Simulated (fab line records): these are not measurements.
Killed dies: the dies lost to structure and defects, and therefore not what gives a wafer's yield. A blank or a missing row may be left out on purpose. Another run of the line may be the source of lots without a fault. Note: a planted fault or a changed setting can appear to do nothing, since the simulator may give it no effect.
A lot that was struck, set against a sound lot + flow rit_cmos + 15 steps out of a route of 202
Sound: wafers L404.1, L404.4, L404.6. The struck wafers were L398.4, L398.5, L398.6. At the end, the cause is stated.
Each step with rows lists, per side, the tool, then ch with its chambers, then its first start. Under that, the readings that differ: sound wafers + struck wafers + difference of the means + sigmas: that difference in standard deviations of wafers without a fault.
alike: words and numbers the same on both sides, and readings whose means are apart by under 2 such deviations; not compared: readings that were withheld, readings missing a value for some wafer, numbers with overlapping values and no deviation given by the record, and bounds like >300 which may hide the same value.
The two part at a step that has a row with sigmas, a row that says differs or no value, or rows on one side only. Non-overlapping numbers with no deviation appear without sigmas and do not part them. Lack of a reading on every wafer of one side parts them only where that side has two or more wafers.

RIT_ACTIVE_THK_MEAS_02:
  struck on film_metro-02, day 3 02:58; sound on film_metro-01, day 4 07:43
  alike: ACTIVE_OXIDE_THK
then, 1 step without rows for these wafers: RIT_ACTIVE_CVD_03 (deposits Si3N4 from SiH2Cl2/NH3, target thk 150 nm, time 1500 s).
RIT_ACTIVE_THK_MEAS_04:
  struck on film_metro-03, day 3 05:08; sound on film_metro-02, day 4 09:11
  alike: ACTIVE_NITRIDE_THK
then, 6 steps without rows for these wafers: RIT_ACTIVE_HMDS_05 (prime time 60 s); RIT_ACTIVE_COAT_06 (resist thk 1000 nm); RIT_ACTIVE_SOFTBAKE_07 (time 60 s); RIT_ACTIVE_EXPOSE_08 (exposes mask M1, target cd 1400 nm); RIT_ACTIVE_PEB_09; RIT_ACTIVE_DEVELOP_10 (develop time 50 s).
RIT_ACTIVE_CD_MEAS_11: target cd 1400 nm.
  struck on cd_sem-01, day 3 06:23; sound on cd_sem-02, day 4 10:15
| reading    | sound                | struck               | difference | sigmas |
|------------|----------------------|----------------------|------------|--------|
| cd_nm (nm) | 1397.6 1399.9 1397.5 | 1403.6 1401.6 1402.4 | +4.2       | +2     |
then, 1 step without rows for these wafers: RIT_ACTIVE_HARDBAKE_12 (time 60 s).
RIT_ACTIVE_ETCH_13: etches Si3N4 in SF6, stops on SiO2, time 210 s, target depth 210 nm.
  sound on rie_diel-02 ch 0,1,2, day 4 10:31; struck on rie_diel-02 ch 0,1,2, day 3 06:36
  alike: drypump_motor_current_A, oes_product_au, rf_fwd_power_W, throttle_valve_pct
  not compared: rf_hours_counter_h
RIT_ACTIVE_STRIP_14: strips in O2, time 180 s.
  sound on plasma_asher-01 ch 0, day 4 10:40; struck on plasma_asher-03 ch 0,1, day 3 06:47
  no value came back on the struck wafers for chamber_pressure_mTorr (mTorr), drypump_motor_current_A (A), o2_flow_sccm (sccm); on the sound wafers chamber_pressure_mTorr (mTorr) reads 4005 3996 4000
| reading                                     | sound | struck            | difference | sigmas |
|---------------------------------------------|-------|-------------------|------------|--------|
| model.NOVOLAK_of_ACTIVE_COAT_06.thk_nm (nm) | 0 0 0 | 656.6 650.3 657.3 | +654.7     |        |
  not compared: rf_hours_counter_h
RIT_ACTIVE_CD_MEAS_90: target cd 1400 nm.
  struck on cd_sem-02, day 3 06:58; sound on cd_sem-01, day 4 10:50
  alike: cd_nm
-- the record jumps here: 2 days lie between the struck wafers' starts before and after (it left off in module ACTIVE and takes up again in module M1, whose first step shown is number 202 of the route) --
RIT_M1_PROBE_99:
  struck on prober-02, day 5 08:55; sound on prober-02, day 6 11:58
| reading             | sound  | struck      | difference | sigmas |
|---------------------|--------|-------------|------------|--------|
| killed_at_front_end | 9 9 10 | 263 264 263 | +254       | +88    |
| killed_dies         | 9 9 10 | 264 264 264 | +255       | +88    |
| killed_on_rim       | 1 2 4  | 70 70 70    | +68        | +48    |
  alike: killed_at_contacts, killed_open, killed_short

== WHERE THEY PART ==
At RIT_ACTIVE_CD_MEAS_11 first; at RIT_M1_PROBE_99 last (within this record only).

WHY: whatever the simulator had introduced
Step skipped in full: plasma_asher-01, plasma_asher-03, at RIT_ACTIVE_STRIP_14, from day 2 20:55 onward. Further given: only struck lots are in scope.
